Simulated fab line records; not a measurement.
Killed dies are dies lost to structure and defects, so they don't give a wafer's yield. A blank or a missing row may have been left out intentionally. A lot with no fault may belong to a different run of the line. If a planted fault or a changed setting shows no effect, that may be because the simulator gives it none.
fab line records -- flow berkeley-cmos170
record lots=7, wafers=21, last-day=12
route steps=331 shown CONTACT@223
lots that met no fault: from a run of the same line without faults
start-h: the number of hours between the record's first day and the start of the first shown wafer of the lot -- wait-h: hours since the lot's step before -- " the same as in the row above -- L1.1+2: one row covering several wafers at once -- - no value present, or no start provided -- * or withheld: withheld -- < > ~ a bound
route shown NAME@n: a module of which the file shows steps, and the number in the route of the first -- usual: average and standard deviation across the fault-free wafers -- same: alike in all rows -- chamber/n: place in a boat -- sites: the reading at each site -- _std_site: how widely they spread, as a standard deviation -- _edge_site: the outer-site mean with the inner-site mean subtracted -- radius-mm: how far each site lies from the wafer's centre -- mask NAME#n: copy n -- behind: the most recent tool/chamber to have shaped the wafer -- hold: cause of the lot's hold/its duration in hours/its outcome -- device: which transistor (n, p or np) failed to switch -- end of line: tests of these same wafers at the route's end -- a step without rows: its recipe alone -- killed: count of dies lost to structure and defects at first sort (not the wafer's yield) -- map: dies across one wafer; x = killed, . = not, _ = none there
set.NAME: setting as actually run; set.NAME@STEP: the setting as run at that earlier step -- model.NAME: the simulator's own value behind a step, which no gauge read
a table for each step, a row for each wafer; lots at some steps of the route
services: a tool's chamber out of use, with start hour (start-h, from the record's first day; less than 0 if before it), hours out, and reason
## steps
# step UCB170_CONTACT_CLEAN_07
# recipe chemistry=SPM, temp-c=120, time-s=600
# step UCB170_CONTACT_RTA_08
# recipe temp-c=900, time-s=10, ambient=N2
# usual chamber-o2-ppm=2.008/0.025, lamp-power-pct=23.91/0.11, wafer_temp_C_max=902.4/0.55
lot.wafer,tool,chamber,start-h,wait-h,chamber-o2-ppm,lamp-power-pct,wafer_temp_C_max
L354.1,rtp-anneal-02,0,165.40,0.0,2.000,23.81,903.1
L354.2,rtp-anneal-02,0,165.40,0.0,2.021,23.79,902.1
L354.4,rtp-anneal-02,0,165.40,0.0,2.004,23.81,901.9
L358.2,rtp-anneal-02,0,170.53,0.0,1.989,23.80,902.9
L358.5,rtp-anneal-02,0,170.53,0.0,1.982,23.81,903.3
L358.6,rtp-anneal-02,0,170.53,0.0,2.026,23.80,903.2
L365.1,rtp-anneal-02,0,216.25,0.0,2.040,23.81,901.8
L365.4,rtp-anneal-02,0,216.25,0.0,2.035,23.82,903.2
L365.5,rtp-anneal-02,0,216.25,0.0,2.008,23.80,902.8
L366.1,rtp-anneal-01,0,228.60,0.0,1.964,24.01,902.6
L366.3,rtp-anneal-01,0,228.60,0.0,2.021,24.01,901.7
L366.6,rtp-anneal-01,0,228.60,0.0,1.989,24.00,902.5
L367.2,rtp-anneal-02,0,228.61,0.0,1.980,23.76,902.3
L367.3,rtp-anneal-02,0,228.61,0.0,1.976,23.82,902.6
L367.6,rtp-anneal-02,0,228.61,0.0,1.988,23.80,902.3
L371.2,rtp-anneal-02,0,250.42,0.0,2.011,23.79,902.6
L371.3,rtp-anneal-02,0,250.42,0.0,2.008,23.83,901.5
L371.6,rtp-anneal-02,0,250.42,0.0,2.038,23.81,903.2
L375.2,rtp-anneal-01,0,274.05,0.0,2.014,24.02,901.8
L375.4,rtp-anneal-01,0,274.05,0.0,1.996,24.04,902.2
L375.5,rtp-anneal-01,0,274.05,0.0,1.963,24.03,901.6
# step UCB170_CONTACT_COAT_09
# recipe resist=BARC, temp-c=withheld, time-s=withheld, spin-rpm=3000, resist-thk-nm=withheld
# step UCB170_CONTACT_COAT_10
# recipe resist=KrF, spin-rpm=1500, resist-thk-nm=900
# step UCB170_CONTACT_SOFTBAKE_11
# recipe resist=KrF, temp-c=130, time-s=60
# step UCB170_CONTACT_EXPOSE_12
# recipe mask-id=CONT, target-cd-nm=700, na=0.5, sigma-outer=0.6, source-shape=conventional, dose-mj=34.56
# step UCB170_CONTACT_PEB_13
# recipe peb-temp-c=130, peb-time-s=withheld, resist=KrF
# step UCB170_CONTACT_DEVELOP_14
# recipe developer=TMAH, develop-time-s=45, resist=KrF, dev-temp-c=21
# step UCB170_CONTACT_CD_MEAS_15
# recipe target-cd-nm=700
# usual cd-nm=699.9/1.1
lot.wafer,tool,chamber,start-h,wait-h,cd-nm
L354.1,cd-sem-01,-,166.55,-,700.6
L354.2,cd-sem-01,-,166.55,-,702.2
L354.4,cd-sem-01,-,166.55,-,701.9
L358.2,cd-sem-02,-,171.83,-,700.9
L358.5,cd-sem-02,-,171.83,-,698.4
L358.6,cd-sem-02,-,171.83,-,700.9
L365.1,cd-sem-02,-,217.28,-,698.4
L365.4,cd-sem-02,-,217.28,-,698.8
L365.5,cd-sem-02,-,217.28,-,698.5
L367.2,cd-sem-02,-,229.53,-,697.5
L367.3,cd-sem-02,-,229.53,-,698.4
L367.6,cd-sem-02,-,229.53,-,698.2
L366.1,cd-sem-02,-,229.75,-,700.6
L366.3,cd-sem-02,-,229.75,-,701.7
L366.6,cd-sem-02,-,229.75,-,699.9
L371.2,cd-sem-02,-,251.51,-,699.9
L371.3,cd-sem-02,-,251.51,-,699.2
L371.6,cd-sem-02,-,251.51,-,698.6
L375.2,cd-sem-01,-,275.14,-,699.5
L375.4,cd-sem-01,-,275.14,-,699.7
L375.5,cd-sem-01,-,275.14,-,699.0
# step UCB170_CONTACT_OVL_MEAS_16
# usual CONTACT_OVL=-2/7.2
lot.wafer,tool,chamber,start-h,wait-h,CONTACT_OVL[nm]
L354.1,overlay-02,-,166.67,0.1,14
L354.2,overlay-02,-,166.67,0.1,-1
L354.4,overlay-02,-,166.67,0.1,1
L358.2,overlay-01,-,171.93,0.1,10
L358.5,overlay-01,-,171.93,0.1,-1
L358.6,overlay-01,-,171.93,0.1,12
L365.1,overlay-02,-,217.40,0.1,7
L365.4,overlay-02,-,217.40,0.1,-3
L365.5,overlay-02,-,217.40,0.1,9
L367.2,overlay-02,-,229.63,0.1,-4
L367.3,overlay-02,-,229.63,0.1,3
L367.6,overlay-02,-,229.63,0.1,1
L366.1,overlay-02,-,229.87,0.1,0
L366.3,overlay-02,-,229.87,0.1,-18
L366.6,overlay-02,-,229.87,0.1,-8
L371.2,overlay-01,-,251.61,0.1,3
L371.3,overlay-01,-,251.61,0.1,-3
L371.6,overlay-01,-,251.61,0.1,-10
L375.2,overlay-01,-,275.24,0.1,-12
L375.4,overlay-01,-,275.24,0.1,-15
L375.5,overlay-01,-,275.24,0.1,-6
# step UCB170_CONTACT_ETCH_17
# recipe chemistry=N2/H2, target-depth-a=withheld, overetch-a=withheld, target=BARC, time-s=withheld, source-w=500, bias-w=100, pressure-mtorr=30, n2-flow-sccm=100, h2-flow-sccm=200
# usual drypump-motor-current-A=5.7/0.48, oes-product-au=0.991/0.015, throttle-valve-pct=13.38/0.2
lot.wafer,tool,chamber,start-h,wait-h,drypump-motor-current-A,oes-product-au,throttle-valve-pct
L354.1,rie-diel-02,0,166.71,0.0,6.7,0.996,13.11
L354.2,rie-diel-02,2,166.71,0.0,5.1,0.984,13.66
L354.4,rie-diel-02,3,166.71,0.0,6.0,0.992,13.45
L358.2,rie-diel-04,2,171.96,0.0,5.2,1.004,13.30
L358.5,rie-diel-04,3,171.96,0.0,5.6,1.012,13.46
L358.6,rie-diel-04,0,171.96,0.0,5.7,0.965,13.20
L365.1,rie-diel-04,1,217.44,0.0,6.2,0.979,13.39
L365.4,rie-diel-04,3,217.44,0.0,5.6,1.002,13.45
L365.5,rie-diel-04,2,217.44,0.0,5.2,1.009,13.28
L367.2,rie-diel-02,1,229.66,0.0,5.5,1.003,13.15
L367.3,rie-diel-02,0,229.66,0.0,6.7,1.004,13.10
L367.6,rie-diel-02,3,229.66,0.0,6.0,0.990,13.46
L366.1,rie-diel-04,3,229.90,0.0,5.6,1.003,13.46
L366.3,rie-diel-04,0,229.90,0.0,5.8,0.984,13.20
L366.6,rie-diel-04,0,229.90,0.0,5.7,0.973,13.21
L371.2,rie-diel-02,3,251.64,0.0,6.0,0.985,13.46
L371.3,rie-diel-02,0,251.64,0.0,6.7,0.989,13.11
L371.6,rie-diel-02,0,251.64,0.0,6.7,0.999,13.12
L375.2,rie-diel-01,1,275.27,0.0,5.1,1.014,13.19
L375.4,rie-diel-01,3,275.27,0.0,5.7,0.963,13.72
L375.5,rie-diel-01,1,275.27,0.0,5.2,1.017,13.19
# step UCB170_CONTACT_ETCH_18
# recipe chemistry=CHF3/CF4/Ar, target=PSG, stop-on=TiSi2, CHF3_flow_sccm=45, cf4-flow-sccm=15, Ar_flow_sccm=150, pressure-mtorr=200, rf-w=700, target-depth-a=8400, over-etch-frac=0.2, time-s=195
# usual drypump-motor-current-A=5.7/0.48, mfc-ar-sccm=150.0/0.42, oes-product-au=0.886/0.012, throttle-valve-pct=6.98/0.13
lot.wafer,tool,chamber,start-h,wait-h,drypump-motor-current-A,mfc-ar-sccm,oes-product-au,rf-hours-counter-h,throttle-valve-pct
L354.1,rie-diel-02,0,-,-,6.7,150.0,0.901,1,6.80
L354.2,rie-diel-02,2,-,-,5.1,149.6,0.884,119,7.14
L354.4,rie-diel-02,3,-,-,6.0,150.2,0.886,39,7.05
L358.2,rie-diel-04,2,-,-,5.2,149.1,0.892,142,6.86
L358.5,rie-diel-04,3,-,-,5.6,149.7,0.894,-,7.02
L358.6,rie-diel-04,0,-,-,5.8,149.7,0.863,-,6.85
L365.1,rie-diel-04,1,-,-,6.2,149.7,0.890,1,7.02
L365.4,rie-diel-04,3,-,-,5.6,150.4,0.905,117,7.02
L365.5,rie-diel-04,2,-,-,5.2,149.7,0.898,-,6.86
L367.2,rie-diel-02,1,-,-,5.5,150.1,0.883,16,6.85
L367.3,rie-diel-02,0,-,-,6.7,150.2,0.898,4,6.82
L367.6,rie-diel-02,3,-,-,6.0,150.3,0.876,-,7.05
L366.1,rie-diel-04,3,-,-,5.6,150.0,0.901,117,7.02
L366.3,rie-diel-04,0,-,-,5.7,149.4,0.879,65,6.84
L366.6,rie-diel-04,0,-,-,5.7,149.9,0.876,-,6.87
L371.2,rie-diel-02,3,-,-,6.0,150.3,0.879,43,7.03
L371.3,rie-diel-02,0,-,-,6.7,149.7,0.899,5,6.81
L371.6,rie-diel-02,0,-,-,6.7,149.4,0.898,-,6.79
L375.2,rie-diel-01,1,-,-,5.1,150.1,0.893,58,6.86
L375.4,rie-diel-01,3,-,-,5.7,149.9,0.849,17,7.18
L375.5,rie-diel-01,1,-,-,5.1,149.9,0.888,-,6.87
# step UCB170_CONTACT_STRIP_19
# recipe chemistry=O2, power-w=400, pressure-mtorr=3500, platen-temp-c=withheld, o2-flow-sccm=400, overash-fraction=0.5
# usual chamber-pressure-mTorr=3500/3.2, drypump-motor-current-A=5.8/0.35, oes-product-au=0.725/0.0044
lot.wafer,tool,chamber,start-h,wait-h,chamber-pressure-mTorr,drypump-motor-current-A,oes-product-au,rf-hours-counter-h,model.KrF_of_CONTACT_COAT_10.thk-nm
L354.1,plasma-asher-02,0,166.87,-,3497,5.7,0.724,24,0
L354.2,plasma-asher-02,1,166.87,-,3501,5.4,0.722,24,0
L354.4,plasma-asher-02,1,166.87,-,3501,5.4,0.727,-,0
L358.2,plasma-asher-03,1,172.13,-,3501,6.3,0.721,7,0
L358.5,plasma-asher-03,0,172.13,-,3495,5.9,0.730,-,0
L358.6,plasma-asher-03,1,172.13,-,3501,6.3,0.720,-,0
L365.1,plasma-asher-03,0,217.60,-,-,-,-,-,689
L365.4,plasma-asher-03,0,217.60,-,-,-,-,-,689.7
L365.5,plasma-asher-03,0,217.60,-,-,-,-,-,693.1
L367.2,plasma-asher-03,0,229.83,-,-,-,-,-,694.9
L367.3,plasma-asher-03,1,229.83,-,-,-,-,-,695.9
L367.6,plasma-asher-03,0,229.83,-,-,-,-,-,691.1
L366.1,plasma-asher-02,1,230.07,-,-,-,-,-,691.8
L366.3,plasma-asher-02,1,230.07,-,-,-,-,-,692.5
L366.6,plasma-asher-02,1,230.07,-,-,-,-,-,689
L371.2,plasma-asher-02,1,251.81,-,3495,5.4,0.729,33,0
L371.3,plasma-asher-02,0,251.81,-,3495,5.7,0.730,-,0
L371.6,plasma-asher-02,1,251.81,-,3500,5.4,0.721,-,0
L375.2,plasma-asher-03,0,275.44,-,3496,5.9,0.722,18,0
L375.4,plasma-asher-03,1,275.44,-,3499,6.3,0.725,-,0
L375.5,plasma-asher-03,1,275.44,-,3499,6.3,0.727,-,0
# step UCB170_CONTACT_CD_MEAS_90
# recipe target-cd-nm=700
# usual cd-nm=699.7/1.3
lot.wafer,tool,chamber,start-h,wait-h,cd-nm
L354.1,cd-sem-02,-,166.97,0.1,700.0
L354.2,cd-sem-02,-,166.97,0.1,701.6
L354.4,cd-sem-02,-,166.97,0.1,702.7
L358.2,cd-sem-02,-,172.35,0.2,701.9
L358.5,cd-sem-02,-,172.35,0.2,697.9
L358.6,cd-sem-02,-,172.35,0.2,700.4
L365.1,cd-sem-01,-,217.70,0.1,698.3
L365.4,cd-sem-01,-,217.70,0.1,698.6
L365.5,cd-sem-01,-,217.70,0.1,697.9
L367.2,cd-sem-02,-,230.01,0.1,697.0
L367.3,cd-sem-02,-,230.01,0.1,698.1
L367.6,cd-sem-02,-,230.01,0.1,698.7
L366.1,cd-sem-01,-,230.17,0.1,700.5
L366.3,cd-sem-01,-,230.17,0.1,702.1
L366.6,cd-sem-01,-,230.17,0.1,700.0
L371.2,cd-sem-01,-,251.93,0.1,700.1
L371.3,cd-sem-01,-,251.93,0.1,698.5
L371.6,cd-sem-01,-,251.93,0.1,697.6
L375.2,cd-sem-01,-,275.56,0.1,699.1
L375.4,cd-sem-01,-,275.56,0.1,699.8
L375.5,cd-sem-01,-,275.56,0.1,698.5
## services
tool,chamber,start-h,hours,kind
rie-diel-04,3,143.84,4.8,repair
rie-diel-02,3,150.23,5.8,repair
rtp-anneal-02,-,154.33,4.0,pm
rie-diel-01,0,158.61,-,clean
rie-diel-01,0,158.61,16.3,scheduled-down
rie-diel-01,0,158.61,16.3,vent-cycle
rie-diel-04,1,175.18,-,clean
rie-diel-04,1,175.18,12.0,scheduled-down
rie-diel-04,1,175.18,12.0,vent-cycle
rie-diel-02,3,178.85,6.7,repair
rie-diel-01,3,188.00,1.7,repair
rie-diel-02,-,201.74,1.0,repair
rie-diel-02,-,216.57,4.0,repair
rie-diel-04,2,219.34,-,clean
rie-diel-04,2,219.34,25.7,scheduled-down
rie-diel-04,2,219.34,25.7,vent-cycle
rie-diel-01,-,229.87,1.3,repair
plasma-asher-03,-,265.49,5.8,repair
rie-diel-04,2,269.22,2.6,repair
## key
first-sign step=UCB170_CONTACT_STRIP_19, reading=tool-record, direction=missing
effect none on later readings
model-effect step=UCB170_CONTACT_STRIP_19, value=KrF_of_CONTACT_COAT_10.thk-nm, without=0, struck=691.9
met-at UCB170_CONTACT_STRIP_19
struck-wafers L365.1,L365.4,L365.5,L366.1,L366.3,L366.6,L367.2,L367.3,L367.6
later-rows-left-out L365.1,L365.4,L365.5,L366.1,L366.3,L366.6,L367.2,L367.3,L367.6
sort-left-out L365.1,L365.4,L365.5,L366.1,L366.3,L366.6,L367.2,L367.3,L367.6
tester-left-out L365,L366,L367
onset-between 172.13 217.60
fault kind=skipped-step-whole, tool=plasma-asher-02,plasma-asher-03, chamber=-, onset-h=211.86, steps=UCB170_CONTACT_STRIP_19, scope=struck-lots-only
# tester-left-out: of these lots the tester's yield and bins aren't shown, on N5 and GAA mostly nor the transistor test; their killed dies are dies lost to structure and defects alone, not to doping, threshold or leakage, so they don't give the yield
# sort-left-out: the simulated sort isn't trusted on such a fault, so these wafers' sort isn't shown, and their yield isn't known
# later-rows-left-out: the simulator's readings of these wafers behind a module that went badly wrong aren't trusted and aren't shown, but for the sort
